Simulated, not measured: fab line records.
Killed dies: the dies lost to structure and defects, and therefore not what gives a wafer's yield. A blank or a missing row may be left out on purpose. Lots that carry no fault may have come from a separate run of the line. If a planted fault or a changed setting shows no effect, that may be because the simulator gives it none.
fab line records -- flow rit-cmos
record lots=6, wafers=18, last-day=7
route steps=202 shown PLDD@120 SPACER@125 NSD@131 PSD@142 SDANNEAL@153 M1@202
lots with no fault: from the same line, run without faults
start-h: hours from the record's first day to the start of the lot's first wafer shown -- wait-h: hours elapsed since this lot's preceding step -- " as in the row above -- L1.1+2: a single row standing in for several wafers -- - value missing, or start not given -- * or withheld: withheld -- < > ~ a bound
route shown NAME@n: names a module that has steps shown in the file, with the first one's number in the route -- usual: mean and standard deviation over wafers with no fault -- same: alike in all rows -- chamber/n: place in a boat -- sites: per-site readings -- _std_site: the standard deviation of these -- _edge_site: outer sites' mean less inner sites' -- radius-mm: how far each site lies from the wafer's centre -- mask NAME#n: copy n -- behind: the most recent tool/chamber to have shaped the wafer -- hold: the reason the lot was held/the length of the hold in hours/how it ended -- device: names the non-switching transistor (n, p or np) -- end of line: tests of these same wafers at the route's end -- where a step has no rows: the recipe by itself -- killed: dies lost to structure and defects at the first sort, not the wafer's yield -- map: a wafer's dies, marking killed ones x, the rest . and places with no die _
set.NAME: the setting that was run; set.NAME@STEP: the one run at that earlier step -- model.NAME: the simulator's own value behind a step, which no gauge read
a table for each step, a row for each wafer; lots at some steps of the route
services: from which hour (start-h, from the record's first day; less than 0 if before it) a tool's chamber was out of use, for how many hours, and why
## steps
# step RIT_PLDD_OVL_MEAS_06
# usual PLDD_OVL=0.8/1.4
lot.wafer,tool,chamber,start-h,wait-h,PLDD_OVL[nm]
L760.1,overlay-02,-,54.45,-,0.5
L760.5,overlay-02,-,54.45,-,0.0
L760.6,overlay-02,-,54.45,-,0.3
L771.1,overlay-01,-,118.14,-,2.2
L771.3,overlay-01,-,118.14,-,2.3
L771.5,overlay-01,-,118.14,-,0.7
L773.1,overlay-02,-,125.19,-,0.7
L773.5,overlay-02,-,125.19,-,0.1
L773.6,overlay-02,-,125.19,-,0.3
L775.2,overlay-02,-,128.30,-,1.3
L775.4,overlay-02,-,128.30,-,3.5
L775.6,overlay-02,-,128.30,-,2.3
L778.3,overlay-01,-,142.74,-,2.4
L778.4,overlay-01,-,142.74,-,0.1
L778.6,overlay-01,-,142.74,-,2.7
L782.1,overlay-02,-,156.41,-,-0.5
L782.3,overlay-02,-,156.41,-,0.5
L782.5,overlay-02,-,156.41,-,0.5
# step RIT_PLDD_HARDBAKE_07
# recipe resist=NOVOLAK, temp-c=140, time-s=60
# step RIT_PLDD_IMPLANT_08
# recipe species=BF2, energy-kev=20, dose-cm2=9e+14, tilt-deg=7
# step RIT_PLDD_STRIP_09
# recipe chemistry=O2, time-s=180, resist=NOVOLAK, platen-temp-c=withheld, power-w=500, pressure-mtorr=4000, o2-flow-sccm=4000
# usual drypump-motor-current-A=5.5/0.54, rf-refl-power-W=6.2/0.3
lot.wafer,tool,chamber,start-h,wait-h,drypump-motor-current-A,rf-hours-counter-h,rf-refl-power-W
L760.1,plasma-asher-04,0,54.78,0.1,5.5,44,6.3
L760.5,plasma-asher-04,0,54.78,0.1,5.5,-,5.8
L760.6,plasma-asher-04,1,54.78,0.1,4.9,-,6.4
L771.1,plasma-asher-03,1,118.48,0.1,4.7,0,5.8
L771.3,plasma-asher-03,0,118.48,0.1,5.7,-,6.5
L771.5,plasma-asher-03,0,118.48,0.1,5.7,-,6.4
L773.1,plasma-asher-02,1,125.53,0.1,6.4,48,6.3
L773.5,plasma-asher-02,1,125.53,0.1,6.4,-,6.2
L773.6,plasma-asher-02,0,125.53,0.1,5.7,-,6.3
L775.2,plasma-asher-03,0,128.88,0.1,5.7,2,6.5
L775.4,plasma-asher-03,0,128.88,0.1,5.7,-,6.5
L775.6,plasma-asher-03,0,128.88,0.1,5.7,-,6.5
L778.3,plasma-asher-04,0,143.13,0.1,5.5,-,6.0
L778.4,plasma-asher-04,1,143.13,0.1,4.9,-,6.4
L778.6,plasma-asher-04,1,143.13,0.1,4.9,-,6.3
L782.1,plasma-asher-04,0,156.75,0.1,5.5,56,5.4
L782.3,plasma-asher-04,0,156.75,0.1,5.5,-,6.5
L782.5,plasma-asher-04,1,156.75,0.1,4.9,-,6.9
# step RIT_PLDD_TW_MEAS_10
# usual PLDD_TW=2342/24
lot.wafer,tool,chamber,start-h,wait-h,PLDD_TW
L760.1,film-metro-03,-,54.96,0.1,2368
L760.5,film-metro-03,-,54.96,0.1,2363
L760.6,film-metro-03,-,54.96,0.1,2367
L771.1,film-metro-01,-,118.65,0.1,2322
L771.3,film-metro-01,-,118.65,0.1,2329
L771.5,film-metro-01,-,118.65,0.1,2324
L773.1,film-metro-02,-,125.70,0.1,2373
L773.5,film-metro-02,-,125.70,0.1,2375
L773.6,film-metro-02,-,125.70,0.1,2368
L775.2,film-metro-03,-,129.07,0.1,2374
L775.4,film-metro-03,-,129.07,0.1,2367
L775.6,film-metro-03,-,129.07,0.1,2379
L778.3,film-metro-01,-,143.26,0.1,2315
L778.4,film-metro-01,-,143.26,0.1,2324
L778.6,film-metro-01,-,143.26,0.1,2337
L782.1,film-metro-01,-,156.93,0.1,2321
L782.3,film-metro-01,-,156.93,0.1,2309
L782.5,film-metro-01,-,156.93,0.1,2322
# step RIT_SPACER_CLEAN_00
# recipe chemistry=SC1, mix=3:3:50, time-s=600, temp-c=75
# step RIT_SPACER_CLEAN_01
# recipe chemistry=dHF, dilution=50:1, time-s=30
# step RIT_SPACER_CLEAN_02
# recipe chemistry=SC2, mix=3:3:50, time-s=600, temp-c=75, dry=n2-spin
# step RIT_SPACER_CVD_03
# recipe material=Si3N4, target-thk-nm=250, temp-c=810, precursor=SiH2Cl2/NH3, time-s=3300, pressure-mtorr=300, sih2cl2-flow-sccm=60, nh3-flow-sccm=150
# step RIT_SPACER_THK_MEAS_04
# recipe reads=Si3N4_of_SPACER_CVD_03
# usual SPACER_NITRIDE_THK=250.5/2.9
lot.wafer,tool,chamber,start-h,wait-h,SPACER_NITRIDE_THK[nm]
L760.1,film-metro-02,-,57.32,0.0,247.9
L760.5,film-metro-02,-,57.32,0.0,249.1
L760.6,film-metro-02,-,57.32,0.0,250.6
L771.1,film-metro-01,-,122.25,0.0,252.8
L771.3,film-metro-01,-,122.25,0.0,254.4
L771.5,film-metro-01,-,122.25,0.0,252.5
L773.1,film-metro-04,-,128.05,0.0,252.3
L773.5,film-metro-04,-,128.05,0.0,250.8
L773.6,film-metro-04,-,128.05,0.0,249.6
L775.2,film-metro-01,-,131.79,0.0,248.3
L775.4,film-metro-01,-,131.79,0.0,249.5
L775.6,film-metro-01,-,131.79,0.0,250.2
L778.3,film-metro-01,-,147.16,0.0,252.5
L778.4,film-metro-01,-,147.16,0.0,253.0
L778.6,film-metro-01,-,147.16,0.0,251.2
L782.1,film-metro-04,-,160.23,0.0,245.4
L782.3,film-metro-04,-,160.23,0.0,248.6
L782.5,film-metro-04,-,160.23,0.0,246.6
# step RIT_SPACER_ETCHBACK_05
# recipe target-depth-a=2500, SF6_flow_sccm=30, CHF3_flow_sccm=30, target=Si3N4, chemistry=SF6/CHF3, pressure-mtorr=40, rf-w=250, time-s=240, stop-on=SiO2
# usual drypump-motor-current-A=5.6/0.5, oes-product-au=0.835/0.012, throttle-valve-pct=10.34/0.15
lot.wafer,tool,chamber,start-h,wait-h,drypump-motor-current-A,oes-product-au,rf-hours-counter-h,throttle-valve-pct
L760.1,rie-diel-01,3,57.38,0.1,6.0,0.826,11,10.21
L760.5,rie-diel-01,3,57.38,0.1,6.0,0.830,-,10.22
L760.6,rie-diel-01,2,57.38,0.1,6.4,0.846,-,10.37
L771.1,rie-diel-04,0,122.31,0.1,6.3,0.846,3,10.62
L771.3,rie-diel-04,1,122.31,0.1,5.6,0.839,152,10.27
L771.5,rie-diel-04,3,122.31,0.1,5.8,0.816,-,10.38
L773.1,rie-diel-04,2,128.11,0.1,6.0,0.852,92,10.39
L773.5,rie-diel-04,1,128.11,0.1,5.7,0.824,-,10.29
L773.6,rie-diel-04,0,128.11,0.1,6.3,0.841,-,10.59
L775.2,rie-diel-01,3,131.84,0.0,6.0,0.833,13,10.21
L775.4,rie-diel-01,2,131.84,0.0,6.4,0.837,7,10.36
L775.6,rie-diel-01,3,131.84,0.0,6.0,0.838,-,10.23
L778.3,rie-diel-03,0,147.20,0.0,5.2,0.846,92,10.28
L778.4,rie-diel-03,3,147.20,0.0,4.7,0.825,-,10.15
L778.6,rie-diel-03,0,147.20,0.0,5.1,0.849,-,10.28
L782.1,rie-diel-04,3,160.29,0.1,5.8,0.807,130,10.36
L782.3,rie-diel-04,1,160.29,0.1,5.7,0.841,0,10.28
L782.5,rie-diel-04,0,160.29,0.1,6.3,0.839,-,10.59
# step RIT_NSD_HMDS_00
# recipe prime-time-s=60, prime-temp-c=140
# step RIT_NSD_COAT_01
# recipe resist=NOVOLAK, spin-rpm=3250, resist-thk-nm=1000
# usual chill-plate-temp-C=22.98/0.1, dispense-pressure-kPa=53.0/2.9
lot.wafer,tool,chamber,start-h,wait-h,chill-plate-temp-C,dispense-pressure-kPa
L760.1,litho-track-03,0,57.68,0.1,23.06,49.7
L760.5,litho-track-03,0,57.68,0.1,22.98,49.7
L760.6,litho-track-03,0,57.68,0.1,22.97,49.8
L771.1,litho-track-01,-,122.74,0.1,-,-
L771.3,litho-track-01,-,122.74,0.1,-,-
L771.5,litho-track-01,-,122.74,0.1,-,-
L773.1,litho-track-03,-,128.72,0.1,-,-
L773.5,litho-track-03,-,128.72,0.1,-,-
L773.6,litho-track-03,-,128.72,0.1,-,-
L775.2,litho-track-03,0,132.29,0.1,23.03,49.7
L775.4,litho-track-03,0,132.29,0.1,23.04,49.6
L775.6,litho-track-03,0,132.29,0.1,23.07,49.7
L778.3,litho-track-01,0,147.60,0.1,23.09,54.0
L778.4,litho-track-01,0,147.60,0.1,22.91,54.0
L778.6,litho-track-01,0,147.60,0.1,23.07,54.0
L782.1,litho-track-02,0,160.59,0.1,22.90,56.1
L782.3,litho-track-02,0,160.59,0.1,22.89,56.0
L782.5,litho-track-02,0,160.59,0.1,22.87,56.1
# step RIT_NSD_SOFTBAKE_02
# recipe resist=NOVOLAK, temp-c=90, time-s=60
# step RIT_NSD_EXPOSE_03
# recipe mask-id=M9, na=0.57, target-cd-nm=40700, dose-mj=250
# step RIT_NSD_PEB_04
# recipe resist=NOVOLAK, temp-c=withheld, time-s=withheld
# step RIT_NSD_DEVELOP_05
# recipe resist=NOVOLAK, develop-time-s=50, dev-temp-c=23
# step RIT_NSD_OVL_MEAS_06
# usual NSD_OVL=-1.0/1.4
lot.wafer,tool,chamber,start-h,wait-h,NSD_OVL[nm]
L760.1,overlay-01,-,58.38,-,-1.2
L760.5,overlay-01,-,58.38,-,-3.0
L760.6,overlay-01,-,58.38,-,-1.7
L771.1,overlay-01,-,123.79,-,-
L771.3,overlay-01,-,123.79,-,-
L771.5,overlay-01,-,123.79,-,-
L773.1,overlay-01,-,129.42,-,-
L773.5,overlay-01,-,129.42,-,-
L773.6,overlay-01,-,129.42,-,-
L775.2,overlay-02,-,132.97,-,-3.0
L775.4,overlay-02,-,132.97,-,-0.7
L775.6,overlay-02,-,132.97,-,-3.2
L778.3,overlay-02,-,148.48,-,-0.3
L778.4,overlay-02,-,148.48,-,-2.7
L778.6,overlay-02,-,148.48,-,0.3
L782.1,overlay-02,-,161.42,-,-0.6
L782.3,overlay-02,-,161.42,-,-1.1
L782.5,overlay-02,-,161.42,-,0.2
# step RIT_NSD_HARDBAKE_07
# recipe resist=NOVOLAK, temp-c=140, time-s=60
# step RIT_NSD_IMPLANT_08
# recipe species=P, energy-kev=25, dose-cm2=1e+15, tilt-deg=7
# step RIT_NSD_STRIP_09
# recipe chemistry=O2, time-s=180, resist=NOVOLAK, platen-temp-c=withheld, power-w=500, pressure-mtorr=4000, o2-flow-sccm=4000
# usual drypump-motor-current-A=5.8/0.46, rf-refl-power-W=6.8/1
lot.wafer,tool,chamber,start-h,wait-h,drypump-motor-current-A,rf-hours-counter-h,rf-refl-power-W
L760.1,plasma-asher-02,0,58.71,0.1,5.7,41,6.7
L760.5,plasma-asher-02,1,58.71,0.1,6.4,-,6.0
L760.6,plasma-asher-02,0,58.71,0.1,5.7,-,6.6
L771.1,plasma-asher-01,1,124.49,0.1,5.7,29,6.3
L771.3,plasma-asher-01,0,124.49,0.1,6.0,-,8.7
L771.5,plasma-asher-01,0,124.49,0.1,6.0,-,8.6
L773.1,plasma-asher-01,0,129.76,0.1,6.0,30,8.8
L773.5,plasma-asher-01,1,129.76,0.1,5.6,-,6.2
L773.6,plasma-asher-01,0,129.76,0.1,6.0,-,8.6
L775.2,plasma-asher-02,0,133.30,0.1,5.7,49,6.4
L775.4,plasma-asher-02,1,133.30,0.1,6.4,-,6.3
L775.6,plasma-asher-02,0,133.30,0.1,5.7,-,6.1
L778.3,plasma-asher-02,0,148.86,0.1,5.7,-,6.5
L778.4,plasma-asher-02,1,148.86,0.1,6.4,-,6.2
L778.6,plasma-asher-02,1,148.86,0.1,6.4,-,6.1
L782.1,plasma-asher-02,1,161.86,0.1,6.4,53,6.1
L782.3,plasma-asher-02,1,161.86,0.1,6.5,-,6.1
L782.5,plasma-asher-02,0,161.86,0.1,5.7,-,6.4
# step RIT_NSD_TW_MEAS_10
# usual NSD_TW=3129/33
lot.wafer,tool,chamber,start-h,wait-h,NSD_TW
L760.1,film-metro-02,-,58.89,0.1,3148
L760.5,film-metro-02,-,58.89,0.1,3158
L760.6,film-metro-02,-,58.89,0.1,3147
L771.1,film-metro-01,-,124.66,0.1,3095
L771.3,film-metro-01,-,124.66,0.1,3106
L771.5,film-metro-01,-,124.66,0.1,3109
L773.1,film-metro-01,-,129.94,0.1,3098
L773.5,film-metro-01,-,129.94,0.1,3100
L773.6,film-metro-01,-,129.94,0.1,3080
L775.2,film-metro-02,-,133.48,0.1,3148
L775.4,film-metro-02,-,133.48,0.1,3145
L775.6,film-metro-02,-,133.48,0.1,3134
L778.3,film-metro-02,-,149.00,0.1,3148
L778.4,film-metro-02,-,149.00,0.1,3152
L778.6,film-metro-02,-,149.00,0.1,3140
L782.1,film-metro-03,-,162.04,0.1,3104
L782.3,film-metro-03,-,162.04,0.1,3122
L782.5,film-metro-03,-,162.04,0.1,3102
# step RIT_PSD_HMDS_00
# recipe prime-time-s=60, prime-temp-c=140
# step RIT_PSD_COAT_01
# recipe resist=NOVOLAK, spin-rpm=3250, resist-thk-nm=1000
# step RIT_PSD_SOFTBAKE_02
# recipe resist=NOVOLAK, temp-c=90, time-s=60
# step RIT_PSD_EXPOSE_03
# recipe mask-id=M10, na=0.57, target-cd-nm=40900, dose-mj=250
# step RIT_PSD_PEB_04
# recipe resist=NOVOLAK, temp-c=withheld, time-s=withheld
# step RIT_PSD_DEVELOP_05
# recipe resist=NOVOLAK, develop-time-s=50, dev-temp-c=23
# step RIT_PSD_OVL_MEAS_06
# usual PSD_OVL=-1.1/1.4
lot.wafer,tool,chamber,start-h,wait-h,PSD_OVL[nm]
L760.1,overlay-01,-,59.92,-,-1.0
L760.5,overlay-01,-,59.92,-,0.8
L760.6,overlay-01,-,59.92,-,0.6
L771.1,overlay-01,-,125.83,-,-2.6
L771.3,overlay-01,-,125.83,-,-2.2
L771.5,overlay-01,-,125.83,-,-1.7
L773.1,overlay-01,-,130.97,-,-1.3
L773.5,overlay-01,-,130.97,-,-0.2
L773.6,overlay-01,-,130.97,-,-1.6
L775.2,overlay-01,-,134.89,-,-1.6
L775.4,overlay-01,-,134.89,-,-2.3
L775.6,overlay-01,-,134.89,-,-2.6
L778.3,overlay-01,-,150.03,-,-4.8
L778.4,overlay-01,-,150.03,-,-3.5
L778.6,overlay-01,-,150.03,-,-3.0
L782.1,overlay-02,-,163.29,-,-0.4
L782.3,overlay-02,-,163.29,-,0.1
L782.5,overlay-02,-,163.29,-,0.0
# step RIT_PSD_HARDBAKE_07
# recipe resist=NOVOLAK, temp-c=140, time-s=60
# step RIT_PSD_IMPLANT_08
# recipe species=BF2, energy-kev=27, dose-cm2=5e+15, tilt-deg=7
# step RIT_PSD_STRIP_09
# recipe chemistry=O2, time-s=180, resist=NOVOLAK, platen-temp-c=withheld, power-w=500, pressure-mtorr=4000, o2-flow-sccm=4000
# usual drypump-motor-current-A=5.7/0.49, rf-refl-power-W=6.5/0.83
lot.wafer,tool,chamber,start-h,wait-h,drypump-motor-current-A,rf-hours-counter-h,rf-refl-power-W
L760.1,plasma-asher-02,0,60.26,0.1,5.7,41,6.1
L760.5,plasma-asher-02,1,60.26,0.1,6.4,-,6.1
L760.6,plasma-asher-02,0,60.26,0.1,5.7,-,6.2
L771.1,plasma-asher-02,1,126.28,0.1,6.5,48,6.2
L771.3,plasma-asher-02,0,126.28,0.1,5.7,-,6.4
L771.5,plasma-asher-02,0,126.28,0.1,5.7,-,6.3
L773.1,plasma-asher-01,1,131.37,0.1,5.7,30,6.2
L773.5,plasma-asher-01,0,131.37,0.1,6.0,-,8.9
L773.6,plasma-asher-01,1,131.37,0.1,5.7,-,6.2
L775.2,plasma-asher-02,0,135.34,0.1,5.7,50,6.6
L775.4,plasma-asher-02,1,135.34,0.1,6.4,-,6.2
L775.6,plasma-asher-02,1,135.34,0.1,6.4,-,6.2
L778.3,plasma-asher-04,0,150.41,0.1,5.5,-,6.5
L778.4,plasma-asher-04,1,150.41,0.1,4.9,-,6.6
L778.6,plasma-asher-04,1,150.41,0.1,4.9,-,6.2
L782.1,plasma-asher-04,0,163.71,0.1,5.5,57,5.9
L782.3,plasma-asher-04,0,163.71,0.1,5.6,-,5.9
L782.5,plasma-asher-04,1,163.71,0.1,4.9,-,6.0
# step RIT_PSD_TW_MEAS_10
# usual PSD_TW=3446/32
lot.wafer,tool,chamber,start-h,wait-h,PSD_TW
L760.1,film-metro-03,-,60.43,0.1,3451
L760.5,film-metro-03,-,60.43,0.1,3452
L760.6,film-metro-03,-,60.43,0.1,3449
L771.1,film-metro-01,-,126.46,0.1,3604
L771.3,film-metro-01,-,126.46,0.1,3583
L771.5,film-metro-01,-,126.46,0.1,3597
L773.1,film-metro-02,-,131.54,0.1,3646
L773.5,film-metro-02,-,131.54,0.1,3665
L773.6,film-metro-02,-,131.54,0.1,3661
L775.2,film-metro-02,-,135.52,0.1,3453
L775.4,film-metro-02,-,135.52,0.1,3462
L775.6,film-metro-02,-,135.52,0.1,3484
L778.3,film-metro-02,-,150.55,0.1,3473
L778.4,film-metro-02,-,150.55,0.1,3458
L778.6,film-metro-02,-,150.55,0.1,3460
L782.1,film-metro-02,-,163.88,0.1,3458
L782.3,film-metro-02,-,163.88,0.1,3442
L782.5,film-metro-02,-,163.88,0.1,3471
# step RIT_SDANNEAL_CLEAN_00
# recipe chemistry=SC1, mix=3:3:50, time-s=600, temp-c=75
# step RIT_M1_PROBE_99
# usual killed-at-front-end=6.7/2.9, killed-dies=6.8/2.9, killed-on-rim=1.9/1.4, killed-open=3.5/2.1, killed-short=3.2/1.9
# same gross-dies=264, killed_at_M0_to_M3=0, killed_at_M4_up=0, killed-at-back-side=0, killed-at-contacts=0, killed-at-other=0
lot.wafer,tool,chamber,start-h,wait-h,killed-at-front-end,killed-dies,killed-on-rim,killed-open,killed-short
L760.1,prober-01,-,68.44,0.1,8,8,2,3,5
L760.5,prober-01,-,68.64,0.2,10,10,2,4,6
L760.6,prober-01,-,68.69,0.2,5,5,1,2,3
L771.1,prober-02,-,135.87,0.1,264,264,70,5,0
L771.3,prober-02,-,135.97,0.2,264,264,70,3,1
L771.5,prober-02,-,136.07,0.2,264,264,70,1,3
L773.1,prober-01,-,139.89,0.1,264,264,70,3,2
L773.5,prober-01,-,140.09,0.2,264,264,70,4,3
L773.6,prober-01,-,140.14,0.2,264,264,70,2,4
L775.2,prober-02,-,144.73,0.1,11,11,1,6,5
L775.4,prober-02,-,144.83,0.2,14,14,3,8,6
L775.6,prober-02,-,144.93,0.2,7,7,0,3,4
L778.3,prober-02,-,158.60,0.2,8,8,3,5,3
L778.4,prober-02,-,158.65,0.2,2,2,0,2,0
L778.6,prober-02,-,158.75,0.2,6,6,2,4,2
# killed by level:class
L760.1 GATE:geometric-particle:open=2 FOX1:geometric-particle:short=1 FOX1:geometric-particle:open=1 FOX2:geometric-particle:short=1 REOX:geometric-particle:short=1 SPACER:geometric-particle:short=1 SILICIDE:geometric-particle:short=1
L760.5 FOX1:geometric-particle:short=2 FOX2:geometric-particle:short=2 GATE:geometric-particle:open=2 FOX1:geometric-particle:open=1 GATE:geometric-particle:short=1 REOX:geometric-particle:open=1 REOX:geometric-particle:short=1
L760.6 GATE:geometric-particle:open=2 FOX1:geometric-particle:short=1 REOX:geometric-particle:short=1 SPACER:geometric-particle:short=1
L771.1 NSD:area-expose=259 SPACER:geometric-particle:open=3 SILICIDE:geometric-particle:open=2
L771.3 NSD:area-expose=260 SPACER:geometric-particle:open=3 SILICIDE:geometric-particle:short=1
L771.5 NSD:area-expose=260 FOX1:geometric-particle:short=1 FOX2:geometric-particle:short=1 SILICIDE:geometric-particle:open=1 SILICIDE:geometric-particle:short=1
L773.1 NSD:area-expose=259 FOX1:geometric-particle:short=1 FOX2:geometric-particle:open=1 GATE:geometric-particle:short=1 GATE:geometric-particle:open=1 REOX:geometric-particle:open=1
L773.5 NSD:area-expose=257 GATE:geometric-particle:open=3 FOX2:geometric-particle:short=2 FOX2:geometric-particle:open=1 SILICIDE:geometric-particle:short=1
L773.6 NSD:area-expose=258 FOX1:geometric-particle:open=1 FOX1:geometric-particle:short=1 FOX2:geometric-particle:short=1 GATE:geometric-particle:short=1 SILICIDE:geometric-particle:open=1 SILICIDE:geometric-particle:short=1
L775.2 GATE:geometric-particle:open=3 FOX1:geometric-particle:open=2 GATE:geometric-particle:short=2 SPACER:geometric-particle:short=2 FOX1:geometric-particle:short=1 FOX2:geometric-particle:open=1
L775.4 FOX1:geometric-particle:short=5 FOX1:geometric-particle:open=4 SPACER:geometric-particle:open=2 FOX2:geometric-particle:open=1 GATE:geometric-particle:short=1 REOX:geometric-particle:open=1
L775.6 REOX:geometric-particle:open=2 SPACER:geometric-particle:short=2 FOX1:geometric-particle:short=1 FOX2:geometric-particle:short=1 GATE:geometric-particle:open=1
L778.3 SILICIDE:geometric-particle:open=3 FOX1:geometric-particle:open=2 ACTIVE:geometric-particle:short=1 GATE:geometric-particle:short=1 REOX:geometric-particle:short=1
L778.4 SILICIDE:geometric-particle:open=2
L778.6 SILICIDE:geometric-particle:open=2 FOX1:geometric-particle:open=1 GATE:geometric-particle:short=1 REOX:geometric-particle:open=1 SPACER:geometric-particle:short=1
# map L771.1 (x killed, . not)
________xxxxxxx_______
_____xxxxxxxxxxxxx____
____xxxxxxxxxxxxxxx___
___xxxxxxxxxxxxxxxxx__
__xxxxxxxxxxxxxxxxxxx_
__xxxxxxxxxxxxxxxxxxx_
_xxxxxxxxxxxxxxxxxxxxx
_xxxxxxxxxxxxxxxxxxxxx
_xxxxxxxxxxxxxxxxxxxxx
_xxxxxxxxxxxxxxxxxxxxx
__xxxxxxxxxxxxxxxxxxx_
__xxxxxxxxxxxxxxxxxxx_
___xxxxxxxxxxxxxxxxx__
____xxxxxxxxxxxxxxx___
_____xxxxxxxxxxxxx____
________xxxxxxx_______
# map L773.1 (x killed, . not)
________xxxxxxx_______
_____xxxxxxxxxxxxx____
____xxxxxxxxxxxxxxx___
___xxxxxxxxxxxxxxxxx__
__xxxxxxxxxxxxxxxxxxx_
__xxxxxxxxxxxxxxxxxxx_
_xxxxxxxxxxxxxxxxxxxxx
_xxxxxxxxxxxxxxxxxxxxx
_xxxxxxxxxxxxxxxxxxxxx
_xxxxxxxxxxxxxxxxxxxxx
__xxxxxxxxxxxxxxxxxxx_
__xxxxxxxxxxxxxxxxxxx_
___xxxxxxxxxxxxxxxxx__
____xxxxxxxxxxxxxxx___
_____xxxxxxxxxxxxx____
________xxxxxxx_______
## services
tool,chamber,start-h,hours,kind
rie-diel-03,1,36.86,8.2,repair
rie-diel-03,0,41.34,6.0,repair
rie-diel-03,0,50.22,8.6,repair
plasma-asher-01,-,52.31,4.0,repair
rie-diel-03,3,61.34,6.4,repair
plasma-asher-01,-,64.14,1.0,repair
rie-diel-03,-,74.32,0.6,repair
plasma-asher-01,-,98.66,2.8,pm
rie-diel-03,2,105.74,6.5,repair
plasma-asher-03,-,108.88,9.0,pm
plasma-asher-03,0,108.88,9.0,vent-cycle
plasma-asher-03,1,108.88,9.0,vent-cycle
rie-diel-03,2,117.10,36.1,repair
plasma-asher-03,0,117.88,-,clean
plasma-asher-03,1,117.88,-,clean
rie-diel-03,3,127.65,10.4,repair
rie-diel-04,1,137.29,-,clean
rie-diel-04,1,137.29,15.5,scheduled-down
rie-diel-04,1,137.29,15.5,vent-cycle
rie-diel-04,2,139.74,10.5,repair
plasma-asher-03,-,162.81,2.8,pm
## key
first-sign step=RIT_NSD_COAT_01, reading=tool-record, direction=missing
effect step=RIT_NSD_OVL_MEAS_06, reading=NSD_OVL, direction=missing
effect step=RIT_PSD_TW_MEAS_10, reading=PSD_TW, direction=up, sigmas=5.6, usual=3446, struck=3626
effect step=RIT_M1_PROBE_99, reading=killed-at-front-end, direction=up, sigmas=88, usual=6.7, struck=264
more-kills-born-at RIT_NSD_EXPOSE_03@iline-stepper-01=1553
met-at RIT_NSD_COAT_01
struck-wafers L771.1,L771.3,L771.5,L773.1,L773.5,L773.6
tester-left-out L771,L773
onset-between 57.68 122.74
fault kind=skipped-step-whole, tool=litho-track-01,litho-track-03, chamber=-, onset-h=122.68, steps=RIT_NSD_COAT_01, scope=struck-lots-only
# tester-left-out: of these lots the tester's yield and bins aren't shown, on N5 and GAA mostly nor the transistor test; their killed dies are dies lost to structure and defects alone, not to doping, threshold or leakage, so they don't give the yield
